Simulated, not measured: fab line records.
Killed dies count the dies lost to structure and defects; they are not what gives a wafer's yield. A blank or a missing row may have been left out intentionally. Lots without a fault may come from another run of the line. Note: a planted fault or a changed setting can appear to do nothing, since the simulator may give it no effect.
A struck lot beside a sound one    flow rit_cmos    15 steps out of a route of 202
Sound: the wafers L292.1, L292.3, L292.5. Struck: wafers L305.1, L305.6 (left out: L305.2, a lot-mate that was not struck); the cause follows at the end.
Order at every step that has rows: each side's tool, ch and its chambers, its first start. Under that, the readings that differ: sound wafers    struck wafers    difference of the means    sigmas: that difference in standard deviations of wafers without a fault.
alike: readings whose means differ by less than 2 such deviations, and words and numbers that are the same on both sides. not compared: withheld readings, readings that some wafer has no value for, bounds like >300 that may hide the same value, and numbers for which the record gives no deviation and whose values overlap.
The two part at a step that has a row with sigmas, a row that says differs or no value, or rows on one side only. Numbers that don't overlap but have no deviation are shown without sigmas and don't part them. Lack of a reading on every wafer of one side parts them only where that side has two or more wafers.

RIT_GATE_THK_MEAS_07:
  sound on film_metro-03, day 4 11:49; struck on film_metro-04, day 6 17:40
reading              sound           struck     difference  sigmas
GATE_OXIDE_THK (nm)  2.96 2.98 2.94  3.08 3.10  +0.13       +2
then, 1 step without rows for these wafers: RIT_GATE_CVD_08 (deposits poly-Si from SiH4, target thk 250 nm, time 2220 s).
RIT_GATE_THK_MEAS_09:
  sound on film_metro-01, day 4 13:29; struck on film_metro-03, day 6 20:34
  alike: GATE_POLY_THK
then, 6 steps without rows for these wafers: RIT_GATE_HMDS_10 (prime time 60 s); RIT_GATE_COAT_11 (resist thk 850 nm); RIT_GATE_SOFTBAKE_12 (time 60 s); RIT_GATE_EXPOSE_13 (exposes mask M6, target cd 150 nm); RIT_GATE_PEB_14; RIT_GATE_DEVELOP_15 (develop time 50 s).
RIT_GATE_CD_MEAS_16: target cd 150 nm.
  sound on cd_sem-02, day 4 14:46; struck on cd_sem-02, day 6 21:29
reading     sound              struck       difference  sigmas
cd_nm (nm)  151.5 151.4 152.4  145.3 143.6  -7.3        -3
RIT_GATE_OVL_MEAS_17:
  sound on overlay-02, day 4 14:53; struck on overlay-02, day 6 21:36
  alike: GATE_OVL
then, 1 step without rows for these wafers: RIT_GATE_HARDBAKE_18 (time 60 s).
RIT_GATE_ETCH_19: etches poly-Si in SF6/CHF3/O2, stops on SiO2, time 165 s, target depth 312.5 nm.
  sound on rie_si-01 ch 1,2, day 4 15:04; struck on rie_si-02 ch 2, day 6 21:49
reading                                    sound              struck       difference  sigmas
oes_product_au (a.u.)                      0.849 0.846 0.854  0.801 0.801  -0.049      -4
run_length_s (s)                           193.4 193.0 192.9  209.9 209.7  +16.7       +48
model.NOVOLAK_of_GATE_COAT_11.thk_nm (nm)  672.5 675.5 674.8  669.8 666.6  -6.1        
  alike: drypump_motor_current_A, throttle_valve_pct
  not compared: rf_hours_counter_h
RIT_GATE_STRIP_20: strips in O2, time 180 s.
  sound on plasma_asher-03 ch 0,1, day 4 15:10; struck on plasma_asher-01 ch 0, day 6 21:56
  alike: drypump_motor_current_A, o2_flow_sccm
  not compared: rf_hours_counter_h
RIT_M1_PROBE_99:
  sound on prober-01, day 5 16:43; struck on prober-02, day 7 19:25
  alike: killed_at_contacts, killed_at_front_end, killed_dies, killed_open, killed_short
  not compared: model.etest.poly_comb_over_steps.leak_log10_a_um

== WHERE THEY PART ==
At RIT_GATE_THK_MEAS_07 first; at RIT_GATE_ETCH_19 last (within this record only). Later steps at which nothing parts them and some readings are alike: RIT_GATE_STRIP_20, RIT_M1_PROBE_99.

WHY: what the simulator had put in
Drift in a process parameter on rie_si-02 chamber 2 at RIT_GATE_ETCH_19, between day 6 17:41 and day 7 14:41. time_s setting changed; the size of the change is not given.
